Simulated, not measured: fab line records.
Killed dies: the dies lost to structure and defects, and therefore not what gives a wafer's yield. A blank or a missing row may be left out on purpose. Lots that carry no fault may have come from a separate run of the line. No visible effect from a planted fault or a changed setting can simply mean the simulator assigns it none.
A lot that was struck, set against a sound lot | flow rit_cmos | 26 steps out of a route of 202
Sound: these wafers, L909.1, L909.2, L909.5. The struck wafers were L899.3, L899.4, L899.5. Last of all comes the cause.
Each step with rows lists, per side, the tool, then ch with its chambers, then its first start. Under that, the readings that differ: sound wafers | struck wafers | difference of the means | sigmas: that difference in standard deviations of wafers without a fault.
alike: same words and numbers on both sides, and readings whose means sit less than 2 such deviations apart. not compared: any withheld reading, any reading some wafer has no value for, any bound like >300 that may hide the same value, and any number with overlapping values for which the record gives no deviation.
Wherever a step has rows on one side only, a row that says differs or no value, or a row with sigmas, the two part there. Numbers that don't overlap but have no deviation are shown without sigmas and don't part them. Lack of a reading on every wafer of one side parts them only where that side has two or more wafers.

first, 2 steps without rows for these wafers: RIT_REOX_CLEAN_02 (cleans in SC2, time 600 s); RIT_REOX_OXIDATION_03 (target thk 25.2 nm, ox time 5580 s).
RIT_REOX_THK_MEAS_04:
  sound on film_metro-04 at day 6 00:18; struck on film_metro-04 at day 3 21:38
  alike: REOX_OXIDE_THK
then, 6 steps without rows for these wafers: RIT_NLDD_HMDS_00 (prime time 60 s); RIT_NLDD_COAT_01 (resist thk 1000 nm); RIT_NLDD_SOFTBAKE_02 (time 60 s); RIT_NLDD_EXPOSE_03 (exposes mask M7, target cd 40700 nm); RIT_NLDD_PEB_04; RIT_NLDD_DEVELOP_05 (develop time 50 s).
RIT_NLDD_OVL_MEAS_06:
  sound on overlay-01 at day 6 01:20; struck on overlay-02 at day 3 22:32
  reading       | sound       | struck       | difference | sigmas
  NLDD_OVL (nm) | 3.4 1.6 3.5 | 0.2 -0.8 0.3 | -2.9       | -2
then, 2 steps without rows for these wafers: RIT_NLDD_HARDBAKE_07 (time 60 s); RIT_NLDD_IMPLANT_08.
RIT_NLDD_STRIP_09: strips in O2, time 180 s.
  sound on plasma_asher-04 ch 0,1, day 6 01:49; struck on plasma_asher-04 ch 0,1, day 3 22:55
  reading                                   | sound             | struck          | difference | sigmas
  run_length_s (s)                          | 207.4 208.0 207.7 | 72.6 72.5 72.2  | -135.3     | -99 or more
  model.NOVOLAK_of_NLDD_COAT_01.thk_nm (nm) | 0 0 0             | 152.5 155.3 153 | +153.6     |
  alike: drypump_motor_current_A
  not compared: rf_hours_counter_h
RIT_NLDD_TW_MEAS_10:
  sound on film_metro-04 at day 6 02:00; struck on film_metro-01 at day 3 23:03
  reading | sound          | struck         | difference | sigmas
  NLDD_TW | 2522 2500 2511 | 2464 2473 2461 | -45        | -3
then, 6 steps without rows for these wafers: RIT_PLDD_HMDS_00 (prime time 60 s); RIT_PLDD_COAT_01 (resist thk 1000 nm); RIT_PLDD_SOFTBAKE_02 (time 60 s); RIT_PLDD_EXPOSE_03 (exposes mask M8, target cd 40900 nm); RIT_PLDD_PEB_04; RIT_PLDD_DEVELOP_05 (develop time 50 s).
RIT_PLDD_OVL_MEAS_06:
  sound on overlay-02 at day 6 02:55; struck on overlay-01 at day 4 00:04
  alike: PLDD_OVL
then, 2 steps without rows for these wafers: RIT_PLDD_HARDBAKE_07 (time 60 s); RIT_PLDD_IMPLANT_08.
RIT_PLDD_STRIP_09: strips in O2, time 180 s.
  sound on plasma_asher-03 ch 0,1, day 6 03:15; struck on plasma_asher-03 ch 0,1, day 4 00:27
  alike: drypump_motor_current_A, run_length_s
  not compared: rf_hours_counter_h
RIT_PLDD_TW_MEAS_10:
  sound on film_metro-01 at day 6 03:25; struck on film_metro-04 at day 4 00:49
  reading | sound          | struck   | difference | sigmas
  PLDD_TW | 2334 2339 2336 | 30 30 30 | -2306      | -99 or more
  not compared: hold
RIT_M1_PROBE_99:
  the record has rows for the sound wafers here (prober-02, day 6 17:08) and none for the struck ones

== WHERE THEY PART ==
Earliest at RIT_NLDD_OVL_MEAS_06; latest, in this record, at RIT_M1_PROBE_99.

WHY: what the simulator had put in
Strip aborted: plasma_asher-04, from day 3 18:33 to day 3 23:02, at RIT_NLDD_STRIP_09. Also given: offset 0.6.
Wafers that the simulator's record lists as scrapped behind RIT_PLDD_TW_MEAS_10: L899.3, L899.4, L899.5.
